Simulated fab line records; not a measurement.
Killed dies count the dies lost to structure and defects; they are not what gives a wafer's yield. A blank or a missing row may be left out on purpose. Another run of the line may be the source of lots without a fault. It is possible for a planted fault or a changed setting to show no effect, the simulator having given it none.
A struck lot beside a sound one :: flow rit-cmos :: 14 out of 202 route steps
Sound: the wafers L304.2, L304.3, L304.6. Wafers L314.2, L314.5, L314.6 were the ones struck. The cause is given at the end.
Order at every step that has rows: each side's tool, ch and its chambers, its first start. Under that, the readings that differ: sound wafers :: struck wafers :: difference of the means :: sigmas: that difference in standard deviations of wafers without a fault.
alike: words and numbers the same on both sides, and readings whose means are apart by under 2 such deviations; not compared: readings that were withheld, readings missing a value for some wafer, numbers with overlapping values and no deviation given by the record, and bounds like >300 which may hide the same value.
The two part at a step that has a row with sigmas, a row that says differs or no value, or rows on one side only. Non-overlapping numbers with no deviation appear without sigmas and do not part them. A reading missing from all wafers of one side parts the sides only when that side holds two or more wafers.

first, 2 steps without rows for these wafers: RIT_NLDD_PEB_04; RIT_NLDD_DEVELOP_05 (develop time 50 s).
RIT_NLDD_OVL_MEAS_06:
  sound on overlay-02 at day 3 17:34; struck on overlay-02 at day 5 11:55
reading: NLDD_OVL (nm)
sound: 0.4 1.9 2.5
struck: -0.9 -1.8 -2.1
difference: -3.2
sigmas: -2
then, 2 steps without rows for these wafers: RIT_NLDD_HARDBAKE_07 (time 60 s); RIT_NLDD_IMPLANT_08.
RIT_NLDD_STRIP_09: strips in O2, time 180 s.
  sound on plasma-asher-01 ch 0, day 3 17:54; struck on plasma-asher-01 ch 0,1, day 5 12:15
  alike: drypump-motor-current-A
  not compared: rf-hours-counter-h
RIT_NLDD_TW_MEAS_10:
  sound on film-metro-02 at day 3 18:05; struck on film-metro-04 at day 5 12:26
reading: NLDD_TW
sound: 2485 2502 2512
struck: 2442 2452 2468
difference: -46
sigmas: -2
then, 5 steps without rows for these wafers: RIT_PLDD_HMDS_00 (prime time 60 s); RIT_PLDD_COAT_01 (resist thk 1000 nm); RIT_PLDD_SOFTBAKE_02 (time 60 s); RIT_PLDD_EXPOSE_03 (exposes mask M8, target cd 40900 nm); RIT_PLDD_PEB_04.
RIT_PLDD_DEVELOP_05: develop time 50 s.
  sound on litho-track-01 ch 0, day 3 19:00; struck on litho-track-03, day 5 13:00
  no value came back on the struck wafers for chill-plate-temp-C (C), develop-time-s (s); on the sound wafers chill-plate-temp-C (C) reads 22.95 23.25 23.06
RIT_PLDD_OVL_MEAS_06:
  sound on overlay-01 at day 3 19:08; struck on overlay-01 at day 5 13:20
reading: PLDD_OVL (nm)
sound: -1.8 -2.3 -1.8
struck: - - -
difference: no value on the struck wafers
sigmas: 

== WHERE THEY PART ==
Last at RIT_PLDD_OVL_MEAS_06 as far as this record goes, first at RIT_NLDD_OVL_MEAS_06.

WHY: whatever the simulator had introduced
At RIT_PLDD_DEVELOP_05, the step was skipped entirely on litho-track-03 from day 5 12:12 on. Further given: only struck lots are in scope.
